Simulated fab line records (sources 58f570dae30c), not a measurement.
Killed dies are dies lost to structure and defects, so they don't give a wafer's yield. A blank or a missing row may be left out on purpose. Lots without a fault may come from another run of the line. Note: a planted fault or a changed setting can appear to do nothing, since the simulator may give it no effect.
fab line records -- flow berkeley-cmos170
[record] lots = 5, wafers = 23
route steps=331 shown NSD@195 BACKSIDE@200 SDANNEAL@204 SILICIDE@211 CONTACT@234 M1@238 M2@272
start-h: hours from the record's first day to the start of the lot's first wafer shown -- wait-h: hours from the lot's prior step to this one -- " same as the row above -- L1.1+2: several wafers, shown together as one row -- - value missing, or start not given -- * or withheld: withheld -- < > ~ a bound
route shown NAME@n: NAME is a module with steps in the file, n the number in the route of the first one -- usual: mean/standard deviation of fault-free wafers -- same: alike in all rows -- chamber/n: place in a boat -- sites: per-site readings -- _std_site: the standard deviation of these -- _edge_site: outer sites' mean less inner sites' -- radius-mm: for every site, how far away it sits from the centre of the wafer -- mask NAME#n: copy n -- behind: tool/chamber where the wafer was last shaped -- hold: cause of the lot's hold/its duration in hours/its outcome -- device: names the non-switching transistor (n, p or np) -- end of line: the same wafers' tests at the end of the route -- for a step that has no rows: nothing shown but its recipe -- killed: dies lost to structure and defects at the first sort, not the wafer's yield -- map: dies across one wafer; x = killed, . = not, _ = none there
set.NAME: setting as actually run; set.NAME@STEP: the setting as run at that earlier step -- model.NAME: the simulator's own value behind a step, which no gauge read
lots whose settings were changed on purpose; a table a step, a row a wafer
[[steps]]
[step UCB170_NSD_IMPLANT_08]
[recipe] species = P, dose-cm2 = 3e+15, energy-kev = 40, tilt-deg = 7
lot.wafer,tool,chamber,start-h,wait-h,set.dose-cm2
L074.1+2,implanter-03,0,180.03,0.0,2.875e+15
L074.3+4+6,implanter-03,0,180.03,0.0,3e+15
L076.1+2+6,implanter-02,0,180.27,0.0,2.928e+15
L076.3+4,implanter-02,0,180.27,0.0,3e+15
L080.1+4,implanter-03,0,208.16,0.0,3.119e+15
L080.3+5+6,implanter-03,0,208.16,0.0,3e+15
L079.1+3+4+5+6,implanter-04,0,208.40,0.0,3e+15
L082.1+3+4,implanter-02,0,219.78,0.0,3e+15
[step UCB170_NSD_STRIP_09]
[recipe] chemistry = O2, power-w = 400, pressure-mtorr = 3500, platen-temp-c = withheld, o2-flow-sccm = 400, overash-fraction = 0.5
[usual] strip-time-to-endpoint-s = 35.88/0.07
lot.wafer,tool,chamber,start-h,wait-h,set.dose-cm2@NSD_IMPLANT_08,strip-time-to-endpoint-s
L074.1,plasma-asher-01,1,180.18,0.1,2.875e+15,35.52
L074.2,plasma-asher-01,0,180.18,0.1,2.875e+15,35.53
L074.3,plasma-asher-01,0,180.18,0.1,3e+15,35.93
L074.4,plasma-asher-01,1,180.18,0.1,3e+15,35.98
L074.6,plasma-asher-01,0,180.18,0.1,3e+15,35.89
L076.1,plasma-asher-02,0,180.42,0.1,2.928e+15,35.69
L076.2,plasma-asher-02,1,180.42,0.1,2.928e+15,35.70
L076.3,plasma-asher-02,0,180.42,0.1,3e+15,35.86
L076.4,plasma-asher-02,1,180.42,0.1,3e+15,35.93
L076.6,plasma-asher-02,1,180.42,0.1,2.928e+15,35.59
L080.1,plasma-asher-02,0,208.31,0.1,3.119e+15,36.30
L080.3,plasma-asher-02,1,208.31,0.1,3e+15,35.84
L080.4,plasma-asher-02,0,208.31,0.1,3.119e+15,36.28
L080.5,plasma-asher-02,1,208.31,0.1,3e+15,35.89
L080.6,plasma-asher-02,0,208.31,0.1,3e+15,35.81
L079.1,plasma-asher-01,1,208.55,0.1,3e+15,35.97
L079.3,plasma-asher-01,0,208.55,0.1,3e+15,35.90
L079.4,plasma-asher-01,1,208.55,0.1,3e+15,35.98
L079.5,plasma-asher-01,1,208.55,0.1,3e+15,35.98
L079.6,plasma-asher-01,0,208.55,0.1,3e+15,35.95
L082.1,plasma-asher-02,1,219.93,0.1,3e+15,35.91
L082.3,plasma-asher-02,1,219.93,0.1,3e+15,35.91
L082.4,plasma-asher-02,0,219.93,0.1,3e+15,35.92
[step UCB170_BACKSIDE_COAT_01]
[recipe] resist = KrF, spin-rpm = 1500, resist-thk-nm = 900
lot.wafer,tool,chamber,start-h,wait-h,set.spin-rpm,model.KrF_of_BACKSIDE_COAT_01.thk-nm
L074.1,litho-track-04,0,181.65,0.1,1592,878.2
L074.2,litho-track-04,0,181.65,0.1,1500,900.5
L074.3,litho-track-04,0,181.65,0.1,1592,876.9
L074.4,litho-track-04,0,181.65,0.1,1500,900.9
L074.6,litho-track-04,0,181.65,0.1,1592,875.3
L076.1,litho-track-02,0,181.92,0.1,1500,899.4
L076.2,litho-track-02,0,181.92,0.1,1500,900.5
L076.3,litho-track-02,0,181.92,0.1,1500,904.1
L076.4,litho-track-02,0,181.92,0.1,1500,896.8
L076.6,litho-track-02,0,181.92,0.1,1500,900.6
L080.1,litho-track-03,0,208.91,0.1,1421,927.4
L080.3,litho-track-03,0,208.91,0.1,1421,924.7
L080.4+6,litho-track-03,0,208.91,0.1,1500,902.1
L080.5,litho-track-03,0,208.91,0.1,1500,902.3
L079.1,litho-track-02,0,209.11,0.1,1500,900.9
L079.3,litho-track-02,0,209.11,0.1,1500,899.3
L079.4,litho-track-02,0,209.11,0.1,1500,899.9
L079.5,litho-track-02,0,209.11,0.1,1500,895.9
L079.6,litho-track-02,0,209.11,0.1,1500,898.8
L082.1,litho-track-04,0,220.43,0.1,1500,900.8
L082.3,litho-track-04,0,220.43,0.1,1500,902.3
L082.4,litho-track-04,0,220.43,0.1,1500,902.7
[step UCB170_BACKSIDE_SOFTBAKE_02]
[recipe] resist = KrF, temp-c = 130, time-s = 60
[step UCB170_BACKSIDE_STRIP_03]
[recipe] chemistry = O2, power-w = 400, pressure-mtorr = 3500, platen-temp-c = withheld, o2-flow-sccm = 400, overash-fraction = 0.5
[usual] strip-time-to-endpoint-s = 22.00/0.058
lot.wafer,tool,chamber,start-h,wait-h,set.spin-rpm@BACKSIDE_COAT_01,strip-time-to-endpoint-s
L074.1,plasma-asher-02,0,181.95,0.1,1592,21.44
L074.2,plasma-asher-02,1,181.95,0.1,1500,21.97
L074.3,plasma-asher-02,0,181.95,0.1,1592,21.41
L074.4,plasma-asher-02,1,181.95,0.1,1500,22.00
L074.6,plasma-asher-02,0,181.95,0.1,1592,21.37
L076.1,plasma-asher-04,0,182.22,0.1,1500,21.96
L076.2,plasma-asher-04,1,182.22,0.1,1500,21.98
L076.3,plasma-asher-04,0,182.22,0.1,1500,22.07
L076.4,plasma-asher-04,1,182.22,0.1,1500,21.89
L076.6,plasma-asher-04,0,182.22,0.1,1500,21.97
L080.1,plasma-asher-02,0,209.21,0.1,1421,22.64
L080.3,plasma-asher-02,0,209.21,0.1,1421,22.57
L080.4,plasma-asher-02,1,209.21,0.1,1500,22.02
L080.5,plasma-asher-02,0,209.21,0.1,1500,22.02
L080.6,plasma-asher-02,1,209.21,0.1,1500,22.01
L079.1,plasma-asher-01,0,209.41,0.1,1500,21.98
L079.3,plasma-asher-01,0,209.41,0.1,1500,21.93
L079.4,plasma-asher-01,1,209.41,0.1,1500,21.98
L079.5,plasma-asher-01,1,209.41,0.1,1500,21.85
L079.6,plasma-asher-01,0,209.41,0.1,1500,21.94
L082.1,plasma-asher-01,1,220.73,0.1,1500,21.99
L082.3,plasma-asher-01,1,220.73,0.1,1500,22.03
L082.4,plasma-asher-01,0,220.73,0.1,1500,22.03
[step UCB170_BACKSIDE_CLEAN_04]
[recipe] chemistry = SPM, temp-c = 120, time-s = 600
[step UCB170_SDANNEAL_RTA_00]
[recipe] temp-c = 900, time-s = 10, ambient = N2
[step UCB170_SDANNEAL_RTA_01]
[recipe] temp-c = 1050, time-s = 5, ambient = N2
[step UCB170_SDANNEAL_RS_MEAS_03]
[recipe] thk-meas-gauge = four-point-probe
[usual] NSD_RS = 37.23/0.071
lot.wafer,tool,chamber,start-h,wait-h,set.dose-cm2@NSD_IMPLANT_08,NSD_RS[ohm/sq]
L074.1,film-metro-02,-,182.50,0.1,2.875e+15,37.86
L074.2,film-metro-02,-,182.50,0.1,2.875e+15,37.89
L074.3,film-metro-02,-,182.50,0.1,3e+15,37.19
L074.4,film-metro-02,-,182.50,0.1,3e+15,37.20
L074.6,film-metro-02,-,182.50,0.1,3e+15,37.25
L076.1,film-metro-01,-,182.78,0.1,2.928e+15,37.54
L076.2,film-metro-01,-,182.78,0.1,2.928e+15,37.56
L076.3,film-metro-01,-,182.78,0.1,3e+15,37.25
L076.4,film-metro-01,-,182.78,0.1,3e+15,37.19
L076.6,film-metro-01,-,182.78,0.1,2.928e+15,37.66
L080.1,film-metro-02,-,209.76,0.1,3.119e+15,36.54
L080.3,film-metro-02,-,209.76,0.1,3e+15,37.18
L080.4,film-metro-02,-,209.76,0.1,3.119e+15,36.49
L080.5,film-metro-02,-,209.76,0.1,3e+15,37.18
L080.6,film-metro-02,-,209.76,0.1,3e+15,37.21
L079.1,film-metro-01,-,210.18,0.1,3e+15,37.25
L079.3,film-metro-01,-,210.18,0.1,3e+15,37.27
L079.4,film-metro-01,-,210.18,0.1,3e+15,37.08
L079.5,film-metro-01,-,210.18,0.1,3e+15,37.09
L079.6,film-metro-01,-,210.18,0.1,3e+15,37.24
L082.1,film-metro-02,-,222.90,0.1,3e+15,37.24
L082.3,film-metro-02,-,222.90,0.1,3e+15,37.27
L082.4,film-metro-02,-,222.90,0.1,3e+15,37.19
[step UCB170_SILICIDE_SPUTTER_01]
[recipe] material = Ti, target-thk-nm = 30, time-s = 25, power-w = 1500, chamber-pressure-pa = 0.5
lot.wafer,tool,chamber,start-h,wait-h,set.time-s,model.Ti_of_SILICIDE_SPUTTER_01.thk-nm
L074.1,pvd-sputter-02,-,182.92,0.0,21.97,26.6
L074.2,pvd-sputter-02,-,182.92,0.0,21.97,26.58
L074.3,pvd-sputter-02,-,182.92,0.0,25,30.03
L074.4,pvd-sputter-02,-,182.92,0.0,21.97,26.49
L074.6,pvd-sputter-02,-,182.92,0.0,25,30.4
L076.1,pvd-sputter-03,-,183.20,0.0,25,29.38
L076.2,pvd-sputter-03,-,183.20,0.0,27.74,32.83
L076.3,pvd-sputter-03,-,183.20,0.0,25,29.86
L076.4,pvd-sputter-03,-,183.20,0.0,27.74,33.13
L076.6,pvd-sputter-03,-,183.20,0.0,25,29.54
L080.1,pvd-sputter-03,-,210.19,0.0,25,29.74
L080.3,pvd-sputter-03,-,210.19,0.0,26.3,31.31
L080.4,pvd-sputter-03,-,210.19,0.0,26.3,31.12
L080.5,pvd-sputter-03,-,210.19,0.0,25,29.63
L080.6,pvd-sputter-03,-,210.19,0.0,26.3,31.02
L079.1,pvd-sputter-01,-,210.60,0.0,25,30.39
L079.3,pvd-sputter-01,-,210.60,0.0,26.2,31.65
L079.4,pvd-sputter-01,-,210.60,0.0,25,30.31
L079.5,pvd-sputter-01,-,210.60,0.0,26.2,31.48
L079.6,pvd-sputter-01,-,210.60,0.0,25,30.5
L082.1,pvd-sputter-03,-,223.33,0.0,25,30.03
L082.3,pvd-sputter-03,-,223.33,0.0,25,29.78
L082.4,pvd-sputter-03,-,223.33,0.0,25,29.93
[step UCB170_SILICIDE_RS_MEAS_02]
[recipe] thk-meas-gauge = four-point-probe, reads = Ti_of_SILICIDE_SPUTTER_01
[usual] SILICIDE_TI_RS = 26.2/0.32
lot.wafer,tool,chamber,start-h,wait-h,set.time-s@SILICIDE_SPUTTER_01,SILICIDE_TI_RS[ohm/sq]
L074.1,film-metro-03,-,182.96,0.0,21.97,30.1
L074.2,film-metro-03,-,182.96,0.0,21.97,30.1
L074.3,film-metro-03,-,182.96,0.0,25,26.1
L074.4,film-metro-03,-,182.96,0.0,21.97,30.3
L074.6,film-metro-03,-,182.96,0.0,25,25.7
L076.1,film-metro-04,-,183.23,0.0,25,26.8
L076.2,film-metro-04,-,183.23,0.0,27.74,23.5
L076.3,film-metro-04,-,183.23,0.0,25,26.2
L076.4,film-metro-04,-,183.23,0.0,27.74,23.3
L076.6,film-metro-04,-,183.23,0.0,25,26.6
L080.1,film-metro-04,-,210.22,0.0,25,26.4
L080.3,film-metro-04,-,210.22,0.0,26.3,24.8
L080.4,film-metro-04,-,210.22,0.0,26.3,25.0
L080.5,film-metro-04,-,210.22,0.0,25,26.4
L080.6,film-metro-04,-,210.22,0.0,26.3,25.1
L079.1,film-metro-03,-,210.63,0.0,25,25.7
L079.3,film-metro-03,-,210.63,0.0,26.2,24.6
L079.4,film-metro-03,-,210.63,0.0,25,25.8
L079.5,film-metro-03,-,210.63,0.0,26.2,24.7
L079.6,film-metro-03,-,210.63,0.0,25,25.6
L082.1,film-metro-04,-,223.36,0.0,25,26.1
L082.3,film-metro-04,-,223.36,0.0,25,26.4
L082.4,film-metro-04,-,223.36,0.0,25,26.2
[step UCB170_SILICIDE_THK_MEAS_03]
[recipe] thk-meas-gauge = xrf, reads = Ti_of_SILICIDE_SPUTTER_01
[usual] SILICIDE_TI_THK = 30.1/0.32
lot.wafer,tool,chamber,start-h,wait-h,set.time-s@SILICIDE_SPUTTER_01,SILICIDE_TI_THK[nm]
L074.1,film-metro-03,-,183.08,0.1,21.97,26.8
L074.2,film-metro-03,-,183.08,0.1,21.97,26.8
L074.3,film-metro-03,-,183.08,0.1,25,30.4
L074.4,film-metro-03,-,183.08,0.1,21.97,26.7
L074.6,film-metro-03,-,183.08,0.1,25,30.7
L076.1,film-metro-04,-,183.35,0.1,25,29.7
L076.2,film-metro-04,-,183.35,0.1,27.74,33.1
L076.3,film-metro-04,-,183.35,0.1,25,30.1
L076.4,film-metro-04,-,183.35,0.1,27.74,33.5
L076.6,film-metro-04,-,183.35,0.1,25,29.8
L080.1,film-metro-04,-,210.34,0.1,25,30.1
L080.3,film-metro-04,-,210.34,0.1,26.3,31.6
L080.4,film-metro-04,-,210.34,0.1,26.3,31.2
L080.5,film-metro-04,-,210.34,0.1,25,29.8
L080.6,film-metro-04,-,210.34,0.1,26.3,31.2
L079.1,film-metro-03,-,210.75,0.1,25,30.3
L079.3,film-metro-03,-,210.75,0.1,26.2,31.8
L079.4,film-metro-03,-,210.75,0.1,25,30.3
L079.5,film-metro-03,-,210.75,0.1,26.2,31.5
L079.6,film-metro-03,-,210.75,0.1,25,30.5
L082.1,film-metro-04,-,223.48,0.1,25,30.1
L082.3,film-metro-04,-,223.48,0.1,25,30.0
L082.4,film-metro-04,-,223.48,0.1,25,30.1
[step UCB170_CONTACT_ETCH_18]
[recipe] chemistry = CHF3/CF4/Ar, target = PSG, stop-on = TiSi2, CHF3_flow_sccm = 45, cf4-flow-sccm = 15, Ar_flow_sccm = 150, pressure-mtorr = 200, rf-w = 700, target-depth-a = 8400, over-etch-frac = 0.2, time-s = 195
lot.wafer,tool,chamber,start-h,wait-h,set.over-etch-frac,model.KrF_of_CONTACT_COAT_10.thk-nm
L074.1,rie-diel-02,1,-,-,0.2,694.5
L074.2,rie-diel-02,3,-,-,0.2,694.6
L074.3,rie-diel-02,0,-,-,0.2204,693.7
L074.4,rie-diel-02,3,-,-,0.2204,687.6
L074.6,rie-diel-02,1,-,-,0.2,696.2
L076.1,rie-diel-01,3,-,-,0.2156,687.5
L076.2,rie-diel-01,1,-,-,0.2156,688.4
L076.3,rie-diel-01,0,-,-,0.2156,690.6
L076.4,rie-diel-01,3,-,-,0.2,694.2
L076.6,rie-diel-01,1,-,-,0.2,689.8
L080.1,rie-diel-01,0,-,-,0.2582,686.4
L080.3,rie-diel-01,1,-,-,0.2,696.3
L080.4,rie-diel-01,1,-,-,0.2582,684.1
L080.5,rie-diel-01,3,-,-,0.2582,686.7
L080.6,rie-diel-01,0,-,-,0.2,693.1
L079.1,rie-diel-01,3,-,-,0.1779,695
L079.3,rie-diel-01,0,-,-,0.2,689.3
L079.4,rie-diel-01,3,-,-,0.2,690.4
L079.5,rie-diel-01,0,-,-,0.1779,695.1
L079.6,rie-diel-01,1,-,-,0.1779,696.7
L082.1,rie-diel-02,0,-,-,0.2,697.9
L082.3,rie-diel-02,1,-,-,0.2,693.7
L082.4,rie-diel-02,2,-,-,0.2,695.6
[step UCB170_M1_SPUTTER_00]
[recipe] material = Al, target-thk-nm = 600, time-s = 80, power-w = 6000, chamber-pressure-pa = 0.5
lot.wafer,tool,chamber,start-h,wait-h,set.time-s,model.Al_of_M1_SPUTTER_00.thk-nm
L074.1,pvd-sputter-02,-,188.94,0.0,89.1,663.5
L074.2,pvd-sputter-02,-,188.94,0.0,80,595.7
L074.3,pvd-sputter-02,-,188.94,0.0,80,593.1
L074.4,pvd-sputter-02,-,188.94,0.0,89.1,660.4
L074.6,pvd-sputter-02,-,188.94,0.0,80,596
L076.1,pvd-sputter-03,-,189.24,0.0,70.6,531.9
L076.2,pvd-sputter-03,-,189.24,0.0,80,603.6
L076.3,pvd-sputter-03,-,189.24,0.0,80,605.8
L076.4,pvd-sputter-03,-,189.24,0.0,80,606.8
L076.6,pvd-sputter-03,-,189.24,0.0,70.6,533.9
L080.1,pvd-sputter-02,-,215.08,0.0,74.89,558.8
L080.3,pvd-sputter-02,-,215.08,0.0,74.89,560
L080.4,pvd-sputter-02,-,215.08,0.0,74.89,563.4
L080.5,pvd-sputter-02,-,215.08,0.0,80,599.4
L080.6,pvd-sputter-02,-,215.08,0.0,80,603.7
L079.1,pvd-sputter-03,-,216.68,0.0,80,594.6
L079.3,pvd-sputter-03,-,216.68,0.0,80,597.7
L079.4,pvd-sputter-03,-,216.68,0.0,80,597.1
L079.5,pvd-sputter-03,-,216.68,0.0,80,599.7
L079.6,pvd-sputter-03,-,216.68,0.0,80,599.5
L082.1,pvd-sputter-03,-,228.72,0.0,80,593.7
L082.3,pvd-sputter-03,-,228.72,0.0,80,599.4
L082.4,pvd-sputter-03,-,228.72,0.0,80,594.9
[step UCB170_M1_RS_MEAS_01]
[recipe] thk-meas-gauge = four-point-probe, reads = Al_of_M1_SPUTTER_00
[usual] M1_AL_RS = 0.0485/0.00043
lot.wafer,tool,chamber,start-h,wait-h,set.time-s@M1_SPUTTER_00,M1_AL_RS[ohm/sq]
L074.1,film-metro-02,-,189.00,0.0,89.1,0.0438
L074.2,film-metro-02,-,189.00,0.0,80,0.0489
L074.3,film-metro-02,-,189.00,0.0,80,0.0492
L074.4,film-metro-02,-,189.00,0.0,89.1,0.0441
L074.6,film-metro-02,-,189.00,0.0,80,0.0489
L076.1,film-metro-04,-,189.30,0.0,70.6,0.0549
L076.2,film-metro-04,-,189.30,0.0,80,0.0483
L076.3,film-metro-04,-,189.30,0.0,80,0.0480
L076.4,film-metro-04,-,189.30,0.0,80,0.0480
L076.6,film-metro-04,-,189.30,0.0,70.6,0.0547
L080.1,film-metro-04,-,215.14,0.0,74.89,0.0522
L080.3,film-metro-04,-,215.14,0.0,74.89,0.0520
L080.4,film-metro-04,-,215.14,0.0,74.89,0.0518
L080.5,film-metro-04,-,215.14,0.0,80,0.0486
L080.6,film-metro-04,-,215.14,0.0,80,0.0483
L079.1,film-metro-02,-,216.74,0.0,80,0.0491
L079.3,film-metro-02,-,216.74,0.0,80,0.0486
L079.4,film-metro-02,-,216.74,0.0,80,0.0488
L079.5,film-metro-02,-,216.74,0.0,80,0.0486
L079.6,film-metro-02,-,216.74,0.0,80,0.0486
L082.1,film-metro-04,-,228.78,0.0,80,0.0491
L082.3,film-metro-04,-,228.78,0.0,80,0.0485
L082.4,film-metro-04,-,228.78,0.0,80,0.0489
[step UCB170_M1_THK_MEAS_02]
[recipe] thk-meas-gauge = xrf, reads = Al_of_M1_SPUTTER_00
[usual] M1_AL_THK = 611/5.5
lot.wafer,tool,chamber,start-h,wait-h,set.time-s@M1_SPUTTER_00,M1_AL_THK[nm]
L074.1,film-metro-02,-,189.12,0.1,89.1,674
L074.2,film-metro-02,-,189.12,0.1,80,605
L074.3,film-metro-02,-,189.12,0.1,80,606
L074.4,film-metro-02,-,189.12,0.1,89.1,674
L074.6,film-metro-02,-,189.12,0.1,80,607
L076.1,film-metro-04,-,189.42,0.1,70.6,544
L076.2,film-metro-04,-,189.42,0.1,80,617
L076.3,film-metro-04,-,189.42,0.1,80,618
L076.4,film-metro-04,-,189.42,0.1,80,616
L076.6,film-metro-04,-,189.42,0.1,70.6,542
L080.1,film-metro-04,-,215.26,0.1,74.89,569
L080.3,film-metro-04,-,215.26,0.1,74.89,570
L080.4,film-metro-04,-,215.26,0.1,74.89,576
L080.5,film-metro-04,-,215.26,0.1,80,613
L080.6,film-metro-04,-,215.26,0.1,80,617
L079.1,film-metro-02,-,216.86,0.1,80,610
L079.3,film-metro-02,-,216.86,0.1,80,610
L079.4,film-metro-02,-,216.86,0.1,80,609
L079.5,film-metro-02,-,216.86,0.1,80,608
L079.6,film-metro-02,-,216.86,0.1,80,610
L082.1,film-metro-04,-,228.90,0.1,80,603
L082.3,film-metro-04,-,228.90,0.1,80,610
L082.4,film-metro-04,-,228.90,0.1,80,609
[step UCB170_M1_COAT_03]
[recipe] resist = BARC, temp-c = withheld, time-s = withheld, spin-rpm = 3000, resist-thk-nm = withheld
[step UCB170_M1_COAT_04]
[recipe] resist = KrF, spin-rpm = 1500, resist-thk-nm = 900
[step UCB170_M1_ETCH_11]
[recipe] chemistry = N2/H2, target-depth-a = withheld, overetch-a = withheld, target = BARC, time-s = withheld, source-w = 500, bias-w = 100, pressure-mtorr = 30, n2-flow-sccm = 100, h2-flow-sccm = 200
[step UCB170_M1_METAL_ETCH_12]
[recipe] chemistry = Cl2/BCl3, target = Al, stop-on = PSG, pressure-mtorr = 12, target-depth-a = 7800, over-etch-frac = 0.3, time-s = 130, icp-w = 600, bias-w = 120, Cl2_flow_sccm = 90, bcl3-flow-sccm = 45
[usual] oes-product-au = 0.854/0.01
lot.wafer,tool,chamber,start-h,wait-h,set.time-s@M1_SPUTTER_00,oes-product-au
L074.1,rie-metal-01,1,190.35,-,89.1,0.909
L074.2,rie-metal-01,1,190.35,-,80,0.861
L074.3,rie-metal-01,1,190.35,-,80,0.853
L074.4,rie-metal-01,1,190.35,-,89.1,0.912
L074.6,rie-metal-01,1,190.35,-,80,0.862
L076.1,rie-metal-01,1,190.65,-,70.6,0.813
L076.2,rie-metal-01,1,190.65,-,80,0.868
L076.3,rie-metal-01,1,190.65,-,80,0.872
L076.4,rie-metal-01,1,190.65,-,80,0.867
L076.6,rie-metal-01,1,190.65,-,70.6,0.806
L080.1,rie-metal-03,0,216.80,-,74.89,0.811
L080.3,rie-metal-03,1,216.80,-,74.89,0.817
L080.4,rie-metal-03,0,216.80,-,74.89,0.817
L080.5,rie-metal-03,0,216.80,-,80,0.848
L080.6,rie-metal-03,1,216.80,-,80,0.849
L079.1,rie-metal-04,0,218.43,-,80,0.837
L079.3,rie-metal-04,1,218.43,-,80,0.855
L079.4,rie-metal-04,0,218.43,-,80,0.840
L079.5,rie-metal-04,1,218.43,-,80,0.855
L079.6,rie-metal-04,0,218.43,-,80,0.847
L082.1,rie-metal-04,0,230.57,-,80,0.834
L082.3,rie-metal-04,0,230.57,-,80,0.843
L082.4,rie-metal-04,1,230.57,-,80,0.847
[step UCB170_M2_SPUTTER_01]
[recipe] material = Al, target-thk-nm = 900, time-s = 120, power-w = 6000, chamber-pressure-pa = 0.5
lot.wafer,tool,chamber,start-h,wait-h,set.power-w,model.Al_of_M2_SPUTTER_01.thk-nm
L074.1,pvd-sputter-01,-,195.75,0.0,6229,937.5
L074.2,pvd-sputter-01,-,195.75,0.0,6229,941.8
L074.3,pvd-sputter-01,-,195.75,0.0,6000,905
L074.4,pvd-sputter-01,-,195.75,0.0,6000,893.8
L074.6,pvd-sputter-01,-,195.75,0.0,6000,911.8
L076.1,pvd-sputter-04,-,196.10,0.0,6000,910.3
L076.2,pvd-sputter-04,-,196.10,0.0,6000,909.4
L076.3,pvd-sputter-04,-,196.10,0.0,6461,972.8
L076.4,pvd-sputter-04,-,196.10,0.0,6461,975
L076.6,pvd-sputter-04,-,196.10,0.0,6000,903.4
L080.1,pvd-sputter-04,-,224.07,0.0,5688,877
L080.3,pvd-sputter-04,-,224.07,0.0,5688,879.8
L080.4,pvd-sputter-04,-,224.07,0.0,6000,910.9
L080.5,pvd-sputter-04,-,224.07,0.0,5688,874.5
L080.6,pvd-sputter-04,-,224.07,0.0,6000,920.8
L079.1,pvd-sputter-01,-,224.34,0.0,6415,968.8
L079.3,pvd-sputter-01,-,224.34,0.0,6000,916.6
L079.4,pvd-sputter-01,-,224.34,0.0,6000,911.5
L079.5,pvd-sputter-01,-,224.34,0.0,6415,977.2
L079.6,pvd-sputter-01,-,224.34,0.0,6000,914.1
L082.1,pvd-sputter-01,-,235.22,0.0,6000,895.9
L082.3,pvd-sputter-01,-,235.22,0.0,6000,888.7
L082.4,pvd-sputter-01,-,235.22,0.0,6000,886.7
[step UCB170_M2_RS_MEAS_02]
[recipe] thk-meas-gauge = four-point-probe, reads = Al_of_M2_SPUTTER_01
[usual] M2_AL_RS = 0.0320/0.00038
lot.wafer,tool,chamber,start-h,wait-h,set.power-w@M2_SPUTTER_01,M2_AL_RS[ohm/sq]
L074.1,film-metro-01,-,195.84,0.0,6229,0.0309
L074.2,film-metro-01,-,195.84,0.0,6229,0.0307
L074.3,film-metro-01,-,195.84,0.0,6000,0.0319
L074.4,film-metro-01,-,195.84,0.0,6000,0.0324
L074.6,film-metro-01,-,195.84,0.0,6000,0.0317
L076.1,film-metro-01,-,196.19,0.0,6000,0.0318
L076.2,film-metro-01,-,196.19,0.0,6000,0.0317
L076.3,film-metro-01,-,196.19,0.0,6461,0.0297
L076.4,film-metro-01,-,196.19,0.0,6461,0.0296
L076.6,film-metro-01,-,196.19,0.0,6000,0.0320
L080.1,film-metro-04,-,224.15,0.0,5688,0.0331
L080.3,film-metro-04,-,224.15,0.0,5688,0.0329
L080.4,film-metro-04,-,224.15,0.0,6000,0.0318
L080.5,film-metro-04,-,224.15,0.0,5688,0.0331
L080.6,film-metro-04,-,224.15,0.0,6000,0.0315
L079.1,film-metro-03,-,224.42,0.0,6415,0.0299
L079.3,film-metro-03,-,224.42,0.0,6000,0.0316
L079.4,film-metro-03,-,224.42,0.0,6000,0.0317
L079.5,film-metro-03,-,224.42,0.0,6415,0.0296
L079.6,film-metro-03,-,224.42,0.0,6000,0.0316
L082.1,film-metro-03,-,235.30,0.0,6000,0.0323
L082.3,film-metro-03,-,235.30,0.0,6000,0.0325
L082.4,film-metro-03,-,235.30,0.0,6000,0.0327
[step UCB170_M2_THK_MEAS_03]
[recipe] thk-meas-gauge = xrf, reads = Al_of_M2_SPUTTER_01
[usual] M2_AL_THK = 918/11
lot.wafer,tool,chamber,start-h,wait-h,set.power-w@M2_SPUTTER_01,M2_AL_THK[nm]
L074.1,film-metro-01,-,195.96,0.1,6229,949
L074.2,film-metro-01,-,195.96,0.1,6229,959
L074.3,film-metro-01,-,195.96,0.1,6000,917
L074.4,film-metro-01,-,195.96,0.1,6000,906
L074.6,film-metro-01,-,195.96,0.1,6000,914
L076.1,film-metro-01,-,196.31,0.1,6000,921
L076.2,film-metro-01,-,196.31,0.1,6000,927
L076.3,film-metro-01,-,196.31,0.1,6461,984
L076.4,film-metro-01,-,196.31,0.1,6461,990
L076.6,film-metro-01,-,196.31,0.1,6000,914
L080.1,film-metro-04,-,224.27,0.1,5688,889
L080.3,film-metro-04,-,224.27,0.1,5688,891
L080.4,film-metro-04,-,224.27,0.1,6000,924
L080.5,film-metro-04,-,224.27,0.1,5688,885
L080.6,film-metro-04,-,224.27,0.1,6000,932
L079.1,film-metro-03,-,224.54,0.1,6415,983
L079.3,film-metro-03,-,224.54,0.1,6000,928
L079.4,film-metro-03,-,224.54,0.1,6000,923
L079.5,film-metro-03,-,224.54,0.1,6415,994
L079.6,film-metro-03,-,224.54,0.1,6000,929
L082.1,film-metro-03,-,235.42,0.1,6000,905
L082.3,film-metro-03,-,235.42,0.1,6000,903
L082.4,film-metro-03,-,235.42,0.1,6000,903
[[key]]
[split] step = UCB170_NSD_IMPLANT_08, setting = dose-cm2, stated = 3e+15, by = wafer
[response] step = UCB170_NSD_STRIP_09, reading = strip-time-to-endpoint-s, change = *, per = 1%, r = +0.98
[response] step = UCB170_SDANNEAL_RS_MEAS_03, reading = NSD_RS, change = -0.163, per = 1%, r = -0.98
[split] step = UCB170_BACKSIDE_COAT_01, setting = spin-rpm, stated = 1500, by = wafer
[response] step = UCB170_BACKSIDE_COAT_01, reading = model.KrF_of_BACKSIDE_COAT_01.thk-nm, change = -4.17, per = 1%, r = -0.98
[response] step = UCB170_BACKSIDE_STRIP_03, reading = strip-time-to-endpoint-s, change = *, per = 1%, r = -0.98
[split] step = UCB170_SILICIDE_SPUTTER_01, setting = time-s, stated = 25, by = wafer
[response] step = UCB170_SILICIDE_SPUTTER_01, reading = model.Ti_of_SILICIDE_SPUTTER_01.thk-nm, change = +0.299, per = 1%, r = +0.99
[response] step = UCB170_SILICIDE_RS_MEAS_02, reading = SILICIDE_TI_RS, change = -0.312, per = 1%, r = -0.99
[response] step = UCB170_SILICIDE_THK_MEAS_03, reading = SILICIDE_TI_THK, change = +0.304, per = 1%, r = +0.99
[split] step = UCB170_CONTACT_ETCH_18, setting = over-etch-frac, stated = 0.2, by = wafer
[response] step = UCB170_CONTACT_ETCH_18, reading = model.KrF_of_CONTACT_COAT_10.thk-nm, change = -0.348, per = 1%, r = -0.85
[split] step = UCB170_M1_SPUTTER_00, setting = time-s, stated = 80, by = wafer
[response] step = UCB170_M1_SPUTTER_00, reading = model.Al_of_M1_SPUTTER_00.thk-nm, change = +6.08, per = 1%, r = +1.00
[response] step = UCB170_M1_RS_MEAS_01, reading = M1_AL_RS, change = -0.000514, per = 1%, r = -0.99
[response] step = UCB170_M1_THK_MEAS_02, reading = M1_AL_THK, change = +6.23, per = 1%, r = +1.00
[response] step = UCB170_M1_METAL_ETCH_12, reading = oes-product-au, change = +0.00487, per = 1%, r = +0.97
[split] step = UCB170_M2_SPUTTER_01, setting = power-w, stated = 6000, by = wafer
[response] step = UCB170_M2_SPUTTER_01, reading = model.Al_of_M2_SPUTTER_01.thk-nm, change = +8.46, per = 1%, r = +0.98
[response] step = UCB170_M2_RS_MEAS_02, reading = M2_AL_RS, change = -0.000285, per = 1%, r = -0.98
[response] step = UCB170_M2_THK_MEAS_03, reading = M2_AL_THK, change = +8.79, per = 1%, r = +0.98
